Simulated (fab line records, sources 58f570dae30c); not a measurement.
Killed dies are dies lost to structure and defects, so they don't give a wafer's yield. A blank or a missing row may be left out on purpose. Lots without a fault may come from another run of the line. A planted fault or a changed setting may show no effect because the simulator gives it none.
fab line records | flow berkeley_cmos170
record lots=14 wafers=42 last_day=11
route steps=331 shown START@4 NWELL@30 NLDD@164
lots that met no fault: from a run of the same line without faults
start_h: hours from the record's first day to the start of the lot's first wafer shown | wait_h: hours since the lot's step before | " the same as in the row above | L1.1+2: a row that stands for several wafers | - no value, or no start given | * or withheld: withheld | < > ~ a bound
route shown NAME@n: a module of which the file shows steps, and the number in the route of the first | usual: mean/standard deviation of fault-free wafers | same: alike in all rows | chamber/n: place in a boat | sites: the reading at each site | _std_site: their standard deviation | _edge_site: outer sites' mean less inner sites' | radius_mm: how far each site lies from the wafer's centre | mask NAME#n: copy n | behind: the tool/chamber that last shaped the wafer | hold: why the lot was held/for how many hours/how that ended | device: the transistor (n, p or np) that didn't switch | end of line: the same wafers' tests at the end of the route | a step without rows: its recipe alone | killed: dies lost to structure and defects at the first sort, not the wafer's yield | map: a wafer's dies, x killed, . not, _ none there
set.NAME: the setting as run; set.NAME@STEP: as run at that earlier step | model.NAME: the simulator's own value behind a step, which no gauge read
steps of the route over a sample of lots; a table a step, a row a wafer
services: from which hour (start_h, from the record's first day; less than 0 if before it) a tool's chamber was out of use, for how many hours, and why
## steps
# step UCB170_START_THK_MEAS_03
# recipe reads=SiO2_of_START_OXIDATION_02
# usual START_OXIDE_THK=18.2/0.49
# columns lot.wafer tool chamber start_h wait_h START_OXIDE_THK[nm]
L617.1 film_metro-02 - 20.60 0.0 17.7
L617.2 " - " " 17.6
L617.4 " - " " 17.7
L618.1 film_metro-02 - 26.20 0.0 18.3
L618.2 " - " " 18.8
L618.3 " - " " 18.2
L619.2 film_metro-02 - 28.95 0.0 18.2
L619.5 " - " " 18.5
L619.6 " - " " 18.6
L620.1 film_metro-02 - 34.37 0.0 18.7
L620.4 " - " " 18.5
L620.6 " - " " 18.3
L623.2 film_metro-02 - 48.47 0.0 17.9
L623.3 " - " " 17.5
L623.6 " - " " 18.0
L624.1 film_metro-02 - 55.59 0.0 18.3
L624.3 " - " " 18.3
L624.4 " - " " 18.4
L625.1 film_metro-01 - 60.00 0.0 18.1
L625.2 " - " " 18.2
L625.6 " - " " 18.0
L626.1 film_metro-02 - 64.78 0.0 18.2
L626.5 " - " " 18.2
L626.6 " - " " 18.2
L627.1 film_metro-03 - 68.96 0.0 18.2
L627.5 " - " " 18.4
L627.6 " - " " 18.5
L629.2 film_metro-01 - 81.65 0.0 18.0
L629.3 " - " " 17.9
L629.6 " - " " 17.9
L636.2 film_metro-02 - 114.24 0.0 19.1
L636.4 " - " " 19.0
L636.6 " - " " 18.6
L637.1 film_metro-02 - 121.16 0.0 18.9
L637.2 " - " " 18.4
L637.4 " - " " 18.7
L638.3 film_metro-01 - 123.93 0.0 19.1
L638.4 " - " " 19.5
L638.6 " - " " 19.0
L639.1 film_metro-01 - 129.13 0.0 17.4
L639.3 " - " " 18.0
L639.4 " - " " 17.9
# step UCB170_NWELL_TW_MEAS_16
# usual NWELL_TW=1246/13
# columns lot.wafer tool chamber start_h wait_h NWELL_TW
L617.1 film_metro-01 - 36.72 0.1 1230
L617.2 " - " " 1233
L617.4 " - " " 1232
L618.1 film_metro-02 - 43.41 0.1 1249
L618.2 " - " " 1242
L618.3 " - " " 1241
L619.2 film_metro-04 - 43.72 0.1 1261
L619.5 " - " " 1267
L619.6 " - " " 1265
L620.1 film_metro-01 - 57.10 0.1 1234
L620.4 " - " " 1238
L620.6 " - " " 1235
L623.2 film_metro-01 - 67.25 0.1 1232
L623.3 " - " " 1234
L623.6 " - " " 1222
L624.1 film_metro-01 - 71.81 0.1 1239
L624.3 " - " " 1238
L624.4 " - " " 1229
L625.1 film_metro-01 - 74.72 0.1 1231
L625.2 " - " " 1237
L625.6 " - " " 1230
L626.1 film_metro-02 - 81.95 0.1 1253
L626.5 " - " " 1252
L626.6 " - " " 1252
L627.1 film_metro-01 - 86.24 0.1 1222
L627.5 " - " " 1226
L627.6 " - " " 1234
L629.2 film_metro-02 - 99.10 0.1 1253
L629.3 " - " " 1252
L629.6 " - " " 1256
L636.2 film_metro-01 - 129.43 0.1 1231
L636.4 " - " " 1230
L636.6 " - " " 1234
L637.1 film_metro-04 - 136.71 0.1 1249
L637.2 " - " " 1246
L637.4 " - " " 1241
L638.3 film_metro-02 - 137.18 0.1 1259
L638.4 " - " " 1251
L638.6 " - " " 1250
L639.1 film_metro-04 - 145.71 0.1 1266
L639.3 " - " " 1274
L639.4 " - " " 1279
# step UCB170_NLDD_CD_MEAS_06
# recipe target_cd_nm=1200
# usual cd_nm=1199.8/1.6
# columns lot.wafer tool chamber start_h wait_h cd_nm
L617.1 cd_sem-01 - 129.68 - 1200.2
L617.2 " - " " 1199.3
L617.4 " - " " 1200.6
L618.1 cd_sem-01 - 138.25 - 1199.0
L618.2 " - " " 1198.7
L618.3 " - " " 1198.4
L619.2 cd_sem-01 - 138.77 - 1198.3
L619.5 " - " " 1199.7
L619.6 " - " " 1198.1
L620.1 cd_sem-01 - 153.31 - 1202.2
L620.4 " - " " 1201.2
L620.6 " - " " 1200.9
L625.1 cd_sem-01 - 168.98 - 1199.0
L625.2 " - " " 1199.3
L625.6 " - " " 1199.4
L623.2 cd_sem-01 - 169.12 - 1202.6
L623.3 " - " " 1201.8
L623.6 " - " " 1201.4
L624.1 cd_sem-01 - 169.22 - 1199.2
L624.3 " - " " 1198.9
L624.4 " - " " 1200.1
L626.1 cd_sem-01 - 176.50 - 1199.1
L626.5 " - " " 1199.6
L626.6 " - " " 1199.9
L627.1 cd_sem-01 - 187.88 - 1200.9
L627.5 " - " " 1201.1
L627.6 " - " " 1201.4
L629.2 cd_sem-01 - 195.45 - 1201.3
L629.3 " - " " 1201.5
L629.6 " - " " 1202.8
L636.2 cd_sem-02 - 215.15 - 1200.8
L636.4 " - " " 1199.3
L636.6 " - " " 1200.0
L637.1 cd_sem-01 - 230.43 - 1198.0
L637.2 " - " " 1199.9
L637.4 " - " " 1198.9
L638.3 cd_sem-02 - 230.46 - 1201.7
L638.4 " - " " 1202.6
L638.6 " - " " 1202.2
L639.1 cd_sem-02 - 237.14 - 1198.8
L639.3 " - " " 1197.6
L639.4 " - " " 1200.6
# step UCB170_NLDD_IMPLANT_08
# recipe species=As dose_cm2=5e+13 energy_kev=30 tilt_deg=7 rotation_deg=0
# usual beam_energy_keV=30.001/0.0091
# columns lot.wafer tool chamber start_h wait_h beam_energy_keV
L617.1 implanter-01 0 129.84 0.0 30.003
L617.2 " 0 " " 29.997
L617.4 " 0 " " 30.003
L618.1 implanter-04 0 138.41 0.0 30.007
L618.2 " 0 " " 29.990
L618.3 " 0 " " 29.983
L619.2 implanter-01 0 138.93 0.0 29.996
L619.5 " 0 " " 29.998
L619.6 " 0 " " 29.988
L620.1 implanter-04 0 153.47 0.0 30.005
L620.4 " 0 " " 30.001
L620.6 " 0 " " 30.000
L625.1 implanter-04 0 169.13 0.0 30.002
L625.2 " 0 " " 29.998
L625.6 " 0 " " 29.987
L623.2 implanter-03 0 169.28 0.0 29.996
L623.3 " 0 " " 30.013
L623.6 " 0 " " 30.007
L624.1 implanter-01 0 169.37 0.0 30.009
L624.3 " 0 " " 30.009
L624.4 " 0 " " 30.004
L626.1 implanter-04 0 176.65 0.0 30.003
L626.5 " 0 " " 29.999
L626.6 " 0 " " 30.012
L627.1 implanter-01 0 188.04 0.0 30.007
L627.5 " 0 " " 29.992
L627.6 " 0 " " 30.004
L629.2 implanter-04 0 195.61 0.0 29.988
L629.3 " 0 " " 29.990
L629.6 " 0 " " 29.995
L636.2 implanter-01 0 215.31 0.0 29.990
L636.4 " 0 " " 29.984
L636.6 " 0 " " 29.978
L637.1 implanter-01 0 230.59 0.0 21.361
L637.2 " 0 " " 21.344
L637.4 " 0 " " 21.346
L638.3 implanter-03 0 230.62 0.1 30.003
L638.4 " 0 " " 30.009
L638.6 " 0 " " 30.002
L639.1 implanter-01 0 237.29 0.0 21.348
L639.3 " 0 " " 21.355
L639.4 " 0 " " 21.361
# step UCB170_NLDD_TW_MEAS_11
# usual NLDD_TW=2212/27
# columns lot.wafer tool chamber start_h wait_h NLDD_TW
L617.1 film_metro-01 - 130.24 0.1 2197
L617.2 " - " " 2182
L617.4 " - " " 2179
L618.1 film_metro-01 - 138.81 0.1 2187
L618.2 " - " " 2196
L618.3 " - " " 2195
L619.2 film_metro-02 - 139.32 0.1 2215
L619.5 " - " " 2222
L619.6 " - " " 2226
L620.1 film_metro-01 - 153.87 0.1 2184
L620.4 " - " " 2182
L620.6 " - " " 2192
L625.1 film_metro-02 - 169.53 0.1 2235
L625.2 " - " " 2220
L625.6 " - " " 2218
L623.2 film_metro-03 - 169.66 0.1 2248
L623.3 " - " " 2244
L623.6 " - " " 2258
L624.1 film_metro-01 - 169.77 0.1 2179
L624.3 " - " " 2179
L624.4 " - " " 2191
L626.1 film_metro-01 - 177.08 0.1 2199
L626.5 " - " " 2178
L626.6 " - " " 2193
L627.1 film_metro-03 - 188.44 0.1 2244
L627.5 " - " " 2253
L627.6 " - " " 2228
L629.2 film_metro-01 - 196.00 0.1 2183
L629.3 " - " " 2183
L629.6 " - " " 2186
L636.2 film_metro-01 - 215.70 0.1 2180
L636.4 " - " " 2179
L636.6 " - " " 2184
L638.3 film_metro-01 - 230.99 0.1 2215
L638.4 " - " " 2216
L638.6 " - " " 2204
L637.1 film_metro-02 - 231.01 0.1 2132
L637.2 " - " " 2130
L637.4 " - " " 2122
L639.1 film_metro-03 - 237.69 0.1 2134
L639.3 " - " " 2162
L639.4 " - " " 2152
## services
# columns tool chamber start_h hours kind
implanter-03 - 115.91 49.9 pm
implanter-04 - 120.03 0.8 repair
implanter-01 - 148.78 4.0 repair
implanter-01 - 180.84 1.8 repair
implanter-01 - 194.22 6.5 pm
implanter-03 - 233.53 2.6 pm
## key
first_sign step=UCB170_NLDD_IMPLANT_08 reading=beam_energy_keV direction=down sigmas=99+ usual=30.001 struck=21.352
effect step=UCB170_NLDD_TW_MEAS_11 reading=NLDD_TW direction=down sigmas=2.7 usual=2212 struck=2138
met_at UCB170_NLDD_IMPLANT_08
struck_lots L637,L639
tester_left_out L637,L639
not_acting_at UCB170_START_THK_MEAS_03,UCB170_NWELL_TW_MEAS_16,UCB170_NLDD_CD_MEAS_06
onset_between 215.31 230.59
fault kind=process_parameter_drift tool=implanter-01 chamber=- onset_h=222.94 steps=UCB170_NLDD_IMPLANT_08 channel=energy_kev offset=-8.6534 shape=step end_h=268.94 acts_in=these_recipes_only stated=30
# tester_left_out: of these lots the tester's yield and bins aren't shown, on N5 and GAA mostly nor the transistor test; their killed dies are dies lost to structure and defects alone, not to doping, threshold or leakage, so they don't give the yield
